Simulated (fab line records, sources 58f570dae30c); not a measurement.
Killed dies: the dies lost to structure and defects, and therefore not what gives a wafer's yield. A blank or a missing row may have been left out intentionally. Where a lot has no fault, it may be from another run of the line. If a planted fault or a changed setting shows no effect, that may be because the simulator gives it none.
Struck lot and sound lot, side by side | flow berkeley-cmos170 | 19 steps out of a route of 331
Sound: wafers L886.2, L886.4, L886.6. Wafers struck: L894.1, L894.5, L894.6. Last of all comes the cause.
Per side, at each step with rows, come the tool, then ch with its chambers, and then its first start. Under that, the readings that differ: sound wafers | struck wafers | difference of the means | sigmas: that difference in standard deviations of wafers without a fault.
alike: same words and numbers on both sides, and readings whose means sit less than 2 such deviations apart. not compared: any withheld reading, any reading some wafer has no value for, any bound like >300 that may hide the same value, and any number with overlapping values for which the record gives no deviation.
Wherever a step has rows on one side only, a row that says differs or no value, or a row with sigmas, the two part there. Numbers that don't overlap but have no deviation are shown without sigmas and don't part them. Lack of a reading on every wafer of one side parts them only where that side has two or more wafers.

first, 1 step without rows for these wafers: UCB170_ZERO_DEVELOP_05 (develop time 45 s).
UCB170_ZERO_ETCH_06: etches SiO2 in CHF3/CF4/Ar, time 12 s.
  sound on rie-diel-01 ch 0,1,2, day 2 04:35; struck on rie-diel-04 ch 0,1, day 3 23:29
  alike: drypump-motor-current-A, oes-product-au, throttle-valve-pct
  not compared: rf-hours-counter-h
UCB170_ZERO_STRIP_07: strips in O2.
  sound on plasma-asher-04 ch 0,1, day 2 04:38; struck on plasma-asher-03 ch 0,1, day 3 23:31
  alike: drypump-motor-current-A, o2-flow-sccm, oes-product-au, strip-time-to-endpoint-s
  not compared: rf-hours-counter-h
then, 2 steps without rows for these wafers: UCB170_NWELL_WET_ETCH_00 (etches SiO2 in dHF, time 200 s); UCB170_NWELL_OXIDATION_01 (target thk 26.4 nm, ox time 1260 s).
UCB170_NWELL_THK_MEAS_02:
  struck on film-metro-01, day 4 03:21; sound on film-metro-03, day 2 08:18
  alike: NWELL_OXIDE_THK
then, 2 steps without rows for these wafers: UCB170_NWELL_ANNEAL_03 (time 900 s); UCB170_NWELL_CVD_04 (deposits Si3N4 from SiH2Cl2/NH3, target thk 224 nm, time 3360 s).
UCB170_NWELL_THK_MEAS_05:
  struck on film-metro-04, day 4 12:34; sound on film-metro-01, day 2 13:44
  reading                | sound             | struck            | difference | sigmas
  NWELL_NITRIDE_THK (nm) | 222.9 223.6 225.3 | 217.4 217.1 218.7 | -6.2       | -3
then, 3 steps without rows for these wafers: UCB170_NWELL_HMDS_06 (prime time 60 s); UCB170_NWELL_COAT_07 (resist thk 900 nm); UCB170_NWELL_SOFTBAKE_08 (time 60 s).
UCB170_NWELL_EXPOSE_09: exposes mask NWELL, target cd 3000 nm.
  sound on krf-scanner-02 ch 0, day 2 14:32; struck on krf-scanner-02 ch 0, day 4 13:05
  reading | sound                   | struck                           | difference | sigmas
  mask    | NWELL#0 NWELL#0 NWELL#0 | NWELL_R1#0 NWELL_R1#0 NWELL_R1#0 | differs    |
then, 2 steps without rows for these wafers: UCB170_NWELL_PEB_10; UCB170_NWELL_DEVELOP_11 (develop time 45 s).
UCB170_NWELL_OVL_MEAS_12:
  struck on overlay-02, day 4 13:29; sound on overlay-01, day 2 15:19
  alike: NWELL_OVL
UCB170_NWELL_ETCH_13: etches Si3N4 in CH3F/Ar/O2, stops on SiO2, target depth 246.4 nm, time 154 s.
  sound on rie-diel-03 ch 1,2, day 2 15:21; struck on rie-diel-04 ch 0,1,3, day 4 13:31
  alike: drypump-motor-current-A, oes-product-au, throttle-valve-pct
  not compared: rf-hours-counter-h, model.NWELL.cd-nm
following that, these wafers have no rows for 1 step: UCB170_NWELL_IMPLANT_14.
-- the record jumps here: 6 days lie between the struck wafers' starts before and after (it left off in module NWELL and takes up again in module M3, whose first step shown is number 331 of the route) --
UCB170_M3_PROBE_99:
  struck on prober-01, day 10 06:16; sound on prober-02, day 8 07:46
  reading                              | sound             | struck            | difference | sigmas
  model.etest.nwell.width-nm (nm)      | 2359 2358 2361    | 2072 2057 2065    | -295       |
  model.etest.nwell.line-ohm-um        | 366.6 369.1 372.5 | 421.1 421.6 418.4 | +51.0      |
  model.etest.iso-pplus-pwell.bv-v (V) | 21.91 21.52 21.7  | 18.92 17.48 17.33 | -3.80      |

## WHERE THEY PART
Earliest at UCB170_NWELL_THK_MEAS_05; latest, in this record, at UCB170_NWELL_EXPOSE_09. Later steps at which nothing parts them and some readings are alike: UCB170_NWELL_OVL_MEAS_12, UCB170_NWELL_ETCH_13.

WHY: the cause the simulator had injected
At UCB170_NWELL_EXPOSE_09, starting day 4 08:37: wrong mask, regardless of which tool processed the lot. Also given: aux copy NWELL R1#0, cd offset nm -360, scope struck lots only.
